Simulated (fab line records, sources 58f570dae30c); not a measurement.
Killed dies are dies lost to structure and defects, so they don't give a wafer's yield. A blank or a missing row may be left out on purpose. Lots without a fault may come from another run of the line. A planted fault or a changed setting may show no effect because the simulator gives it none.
One fault seen from 2 desks | flow berkeley_cmos170 | each desk has only its own numbers; what lay behind them comes last

THE TOOL OWNER'S DESK: rie_metal-04
The tool's own readings at UCB170_M2_METAL_ETCH_18 (etches Al in Cl2/BCl3, stops on SiO2, target depth 1170 nm, time 195 s): means of the sampled wafers that have a number, for each lot that ran on this tool. A lot is out of limits, marked OUT, if its mean lies more than 4 standard deviations from the usual mean; the brackets give that distance.
Columns: A = drypump_motor_current_A at UCB170_M2_METAL_ETCH_18, usual 6.1 A; B = mfc_cl2_sccm at UCB170_M2_METAL_ETCH_18, usual 89.96 sccm; C = oes_product_au at UCB170_M2_METAL_ETCH_18, usual 0.852 a.u.; D = throttle_valve_pct at UCB170_M2_METAL_ETCH_18, usual 24.33 %
lot  | first seen here | A   | B     | C     | D
L446 | day 7 22:26     | 6.6 | 89.85 | 0.856 | 24.30
L449 | day 8 18:38     | 6.7 | 90.02 | 0.835 | 24.29
L450 | day 9 04:00     | 6.7 | 90.14 | 0.837 | 24.28
L452 | day 9 15:58     | 6.6 | 90.12 | 0.849 | 24.29
This desk's finding: nothing out of limits on any of the 4 lots.

THE METROLOGY DESK
What the gauges read, lot by lot, whatever tool the lot ran on: means of the sampled wafers that have a number. A lot is out of limits, marked OUT, if its mean lies more than 4 standard deviations from the usual mean; the brackets give that distance.
Columns: A = cd_nm at UCB170_M2_CD_MEAS_90, usual 700.6 nm; B = V2_TEOS_THK at UCB170_V2_THK_MEAS_01, usual 2013 nm; C = V2_BOW at UCB170_V2_BOW_MEAS_03, usual 37 um
lot  | first seen here | A                | B    | C
L446 | day 7 22:50     | 700.8            | 2026 | 44
L449 | day 8 18:54     | 703.1            | 2016 | 36
L447 | day 8 19:53     | 700.4            | 1979 | 42
L451 | day 9 00:50     | 697.6            | 2011 | 41
L450 | day 9 04:17     | 679.6 (-8.8) OUT | 2023 | 27
L453 | day 9 14:55     | 700.2            | 2016 | 33
L452 | day 9 16:15     | 680.5 (-8.4) OUT | 2034 | 37
L459 | day 11 06:22    | 702.0            | 1982 | 36
L460 | day 11 10:31    | 698.9            | 1983 | 37
L457 | day 11 11:29    | 700.4            | 1996 | 40
L461 | day 11 12:59    | 703.4            | 2032 | 35
L463 | day 11 23:10    | 701.9            | 2023 | 35
L467 | day 12 12:56    | 698.2            | 2020 | 31
L468 | day 13 06:26    | 698.7            | 1996 | 31
This desk's finding: out of limits on L450, L452; first on L450, day 9 04:17 (cd_nm at UCB170_M2_CD_MEAS_90). In limits: L446, L449, L447, L451, L453, L459, L460, L457, L461, L463, L467, L468.

PUT TOGETHER
The metrology desk could have raised an alarm at day 9 04:17, on L450, L452.
The tool owner's desk saw nothing out of limits.
The tool owner's desk has L450, L452 on record, within its limits.
Of the lots named, all ran UCB170_M2_METAL_ETCH_18 on rie_metal-04.

WHAT THE SIMULATOR HAD PUT IN
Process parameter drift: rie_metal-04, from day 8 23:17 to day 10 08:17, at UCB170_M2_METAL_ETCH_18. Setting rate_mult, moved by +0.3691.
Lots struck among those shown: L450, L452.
Hours from the fault's start to each desk's first reading out of limits: the metrology desk, 5.
